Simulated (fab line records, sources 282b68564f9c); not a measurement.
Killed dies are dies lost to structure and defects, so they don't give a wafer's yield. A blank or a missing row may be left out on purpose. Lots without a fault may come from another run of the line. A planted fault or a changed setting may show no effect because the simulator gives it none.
A struck lot beside a sound one | flow rit_cmos | 43 steps out of a route of 202
Sound: wafers L694.4, L694.5, L694.6. Struck: wafers L705.3, L705.4, L705.6. The cause comes at the end.
At each step with rows: each side's tool, then ch and its chambers, then its first start. Under that, the readings that differ: sound wafers | struck wafers | difference of the means | sigmas: that difference in standard deviations of wafers without a fault.
alike: readings whose means differ by less than 2 such deviations, and words and numbers that are the same on both sides. not compared: withheld readings, readings that some wafer has no value for, bounds like >300 that may hide the same value, and numbers for which the record gives no deviation and whose values overlap.
The two part at a step that has a row with sigmas, a row that says differs or no value, or rows on one side only. Numbers that don't overlap but have no deviation are shown without sigmas and don't part them. A reading that every wafer of one side lacks parts them only if that side has two wafers or more.

first, 1 step without rows for these wafers: RIT_PRETRO_IMPLANT_08.
RIT_PRETRO_STRIP_09: strips in O2, time 180 s.
  sound on plasma_asher-02 ch 0,1, day 4 08:41; struck on plasma_asher-04 ch 0,1, day 6 11:07
  alike: drypump_motor_current_A
  not compared: rf_hours_counter_h
RIT_PRETRO_TW_MEAS_10:
  sound on film_metro-01, day 4 08:50; struck on film_metro-03, day 6 11:14
  alike: PRETRO_TW
then, 5 steps without rows for these wafers: RIT_GATE_WET_ETCH_00 (etches SiO2 in BOE, target depth 56 nm, time 60 s); RIT_GATE_CLEAN_01 (cleans in SC1, time 600 s); RIT_GATE_CLEAN_02 (cleans in dHF, time 30 s); RIT_GATE_CLEAN_03 (cleans in SC2, time 600 s); RIT_GATE_CLEAN_04 (cleans in dHF, time 60 s).
RIT_FOX2_THK_MEAS_91:
  sound on film_metro-01, day 4 09:19; struck on film_metro-03, day 6 11:46
  alike: FIELD_OXIDE_LEFT_2_THK
then, 2 steps without rows for these wafers: RIT_GATE_OXIDATION_05 (target thk 3 nm, ox time 270 s); RIT_GATE_ANNEAL_06 (time 600 s).
RIT_GATE_THK_MEAS_07:
  sound on film_metro-01, day 4 11:40; struck on film_metro-03, day 6 14:52
  alike: GATE_OXIDE_THK
RIT_GATE_CVD_08: deposits poly-Si from SiH4, target thk 250 nm, time 2220 s.
  sound on lpcvd-02 ch 1, day 4 13:58; struck on lpcvd-02 ch 0, day 6 14:55
  reading                                  | sound               | struck            | difference | sigmas
  sih4_flow_sccm (sccm)                    | 100.28 100.06 99.58 | 50.39 49.93 50.13 | -49.82     | -99 or more
  spike_tc_load_C (C)                      | 634.5 635.7 637.2   | 630.9 630.9 629.9 | -5.2       | -2
  model.poly-Si_of_GATE_CVD_08.thk_nm (nm) | 246.9 248.3 247.8   | 121.1 122.9 122.1 | -125.6     |
RIT_GATE_THK_MEAS_09:
  sound on film_metro-04, day 4 15:36; struck on film_metro-01, day 6 16:33
  reading            | sound             | struck            | difference | sigmas
  GATE_POLY_THK (nm) | 246.8 248.3 247.9 | 121.2 122.9 122.3 | -125.5     | -52
then, 6 steps without rows for these wafers: RIT_GATE_HMDS_10 (prime time 60 s); RIT_GATE_COAT_11 (resist thk 850 nm); RIT_GATE_SOFTBAKE_12 (time 60 s); RIT_GATE_EXPOSE_13 (exposes mask M6, target cd 150 nm); RIT_GATE_PEB_14; RIT_GATE_DEVELOP_15 (develop time 50 s).
RIT_GATE_CD_MEAS_16: target cd 150 nm.
  sound on cd_sem-02, day 4 16:49; struck on cd_sem-02, day 6 17:30
  alike: cd_nm
RIT_GATE_OVL_MEAS_17:
  sound on overlay-02, day 4 16:53; struck on overlay-01, day 6 17:35
  alike: GATE_OVL
then, 1 step without rows for these wafers: RIT_GATE_HARDBAKE_18 (time 60 s).
RIT_GATE_ETCH_19: etches poly-Si in SF6/CHF3/O2, stops on SiO2, time 172.7 s, target depth 312.5 nm.
  sound on rie_si-01 ch 0,3, day 4 17:04; struck on rie_si-02 ch 1,3, day 6 17:46
  reading                          | sound             | struck            | difference | sigmas
  oes_product_au (a.u.)            | 0.836 0.840 0.845 | 0.558 0.538 0.544 | -0.294     | -27
  model.etch.depth_nm (nm)         | 246.9 248.3 247.8 | 121.1 122.9 122.1 | -125.6     |
  model.GATE.feature_depth_nm (nm) | 246.9 248.3 247.8 | 121.1 122.9 122.1 | -125.6     |
  alike: CHF3_flow_sccm, SF6_flow_sccm, drypump_motor_current_A, throttle_valve_pct
  not compared: rf_hours_counter_h
RIT_GATE_STRIP_20: strips in O2, time 180 s.
  sound on plasma_asher-01 ch 0,1, day 4 17:14; struck on plasma_asher-01 ch 0,1, day 6 17:56
  alike: drypump_motor_current_A
  not compared: rf_hours_counter_h
RIT_GATE_CD_MEAS_90: target cd 150 nm.
  sound on cd_sem-02, day 4 17:24; struck on cd_sem-01, day 6 18:05
  alike: cd_nm
then, 4 steps without rows for these wafers: RIT_REOX_CLEAN_00 (cleans in SC1, time 600 s); RIT_REOX_CLEAN_01 (cleans in dHF, time 30 s); RIT_REOX_CLEAN_02 (cleans in SC2, time 600 s); RIT_REOX_OXIDATION_03 (target thk 25.2 nm, ox time 5580 s).
RIT_REOX_THK_MEAS_04:
  sound on film_metro-01, day 4 21:23; struck on film_metro-01, day 6 21:57
  alike: REOX_OXIDE_THK
then, 6 steps without rows for these wafers: RIT_NLDD_HMDS_00 (prime time 60 s); RIT_NLDD_COAT_01 (resist thk 1000 nm); RIT_NLDD_SOFTBAKE_02 (time 60 s); RIT_NLDD_EXPOSE_03 (exposes mask M7, target cd 40700 nm); RIT_NLDD_PEB_04; RIT_NLDD_DEVELOP_05 (develop time 52.44 s).
RIT_NLDD_OVL_MEAS_06:
  sound on overlay-01, day 4 22:19; struck on overlay-01, day 6 23:03
  alike: NLDD_OVL
then, 2 steps without rows for these wafers: RIT_NLDD_HARDBAKE_07 (time 60 s); RIT_NLDD_IMPLANT_08.
RIT_NLDD_STRIP_09: strips in O2, time 180 s.
  sound on plasma_asher-01 ch 0,1, day 4 22:41; struck on plasma_asher-02 ch 0,1, day 6 23:26
  alike: drypump_motor_current_A
  not compared: rf_hours_counter_h
RIT_NLDD_TW_MEAS_10:
  sound on film_metro-02, day 4 22:50; struck on film_metro-02, day 6 23:34
  alike: NLDD_TW
RIT_SDANNEAL_CLEAN_02: cleans in SC2, time 600 s.
  sound on wet_bench-01 ch 1, day 5 06:14; struck on wet_bench-04 ch 0, day 7 06:58
  reading                                  | sound             | struck            | difference | sigmas
  model.poly-Si_of_GATE_CVD_08.thk_nm (nm) | 159.7 163.9 160.3 | 35.15 34.89 34.27 | -126.53    |
  alike: bath_heat_duty_pct

WHERE THEY PART
First at RIT_GATE_CVD_08; last, within this record, at RIT_GATE_ETCH_19. Later steps at which nothing parts them and some readings are alike: RIT_GATE_STRIP_20, RIT_GATE_CD_MEAS_90, RIT_REOX_THK_MEAS_04, RIT_NLDD_OVL_MEAS_06, RIT_NLDD_STRIP_09, RIT_NLDD_TW_MEAS_10, RIT_SDANNEAL_CLEAN_02.

WHY: what the simulator had put in
Process parameter drift: lpcvd-02, from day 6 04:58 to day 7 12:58, at RIT_GATE_CVD_08. Setting sih4_flow_sccm, moved by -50, from 100.
